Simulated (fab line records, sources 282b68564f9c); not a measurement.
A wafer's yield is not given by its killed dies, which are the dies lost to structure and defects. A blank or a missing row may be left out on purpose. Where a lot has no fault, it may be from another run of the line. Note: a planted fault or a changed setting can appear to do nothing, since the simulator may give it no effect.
Struck lot and sound lot, side by side | flow ritCmos | 14 steps out of a route of 202
Sound: wafers L399.3, L399.5, L399.6. The struck wafers were L410.1, L410.2, L410.6. At the end, the cause is stated.
At each step with rows: each side's tool, then ch and its chambers, then its first start. Under that, the readings that differ: sound wafers | struck wafers | difference of the means | sigmas: that difference in standard deviations of wafers without a fault.
alike: same words and numbers on both sides, and readings whose means sit less than 2 such deviations apart. not compared: any withheld reading, any reading some wafer has no value for, any bound like >300 that may hide the same value, and any number with overlapping values for which the record gives no deviation.
A row with sigmas, a row that says differs or no value, or rows on one side alone: a step with any of these is where the two part. When numbers do not overlap yet have no deviation, they are printed without sigmas and do not part them. A reading that every wafer of one side lacks parts them only if that side has two wafers or more.

first, 3 steps without rows for these wafers: RIT_GATE_CLEAN_02 (cleans in dHF, time 30 s); RIT_GATE_CLEAN_03 (cleans in SC2, time 600 s); RIT_GATE_CLEAN_04 (cleans in dHF, time 60 s).
RIT_FOX2_THK_MEAS_91:
  sound on filmMetro-02, day 2 19:00; struck on filmMetro-04, day 5 00:12
  alike: FIELD_OXIDE_LEFT_2_THK
then, 2 steps without rows for these wafers: RIT_GATE_OXIDATION_05 (target thk 3 nm, ox time 270 s); RIT_GATE_ANNEAL_06 (time 600 s).
RIT_GATE_THK_MEAS_07:
  sound on filmMetro-01, day 2 23:37; struck on filmMetro-01, day 5 03:35
reading             | sound          | struck         | difference | sigmas
GATE_OXIDE_THK (nm) | 2.85 2.87 2.80 | 3.05 3.02 2.99 | +0.18      | +2
then, 1 step without rows for these wafers: RIT_GATE_CVD_08 (deposits poly-Si from SiH4, target thk 250 nm, time 2220 s).
RIT_GATE_THK_MEAS_09:
  sound on filmMetro-01, day 3 01:18; struck on filmMetro-04, day 5 05:16
  alike: GATE_POLY_THK
then, 3 steps without rows for these wafers: RIT_GATE_HMDS_10 (prime time 60 s); RIT_GATE_COAT_11 (resist thk 850 nm); RIT_GATE_SOFTBAKE_12 (time 60 s).
RIT_GATE_EXPOSE_13: exposes mask M6, target cd 150 nm.
  struck on ilineStepper-01, day 5 05:49; sound on ilineStepper-01 ch 0, day 3 01:57
  no value came back on the struck wafers for exposureDoseMJCm2, focusOffsetNm (nm); on the sound wafers exposureDoseMJCm2 reads 379.4 379.9 379.9
  alike: mask
next, for these wafers, 1 step has no rows: RIT_GATE_PEB_14.

== WHERE THEY PART ==
Last at RIT_GATE_EXPOSE_13 as far as this record goes, first at RIT_GATE_THK_MEAS_07.

WHY: the cause the simulator had injected
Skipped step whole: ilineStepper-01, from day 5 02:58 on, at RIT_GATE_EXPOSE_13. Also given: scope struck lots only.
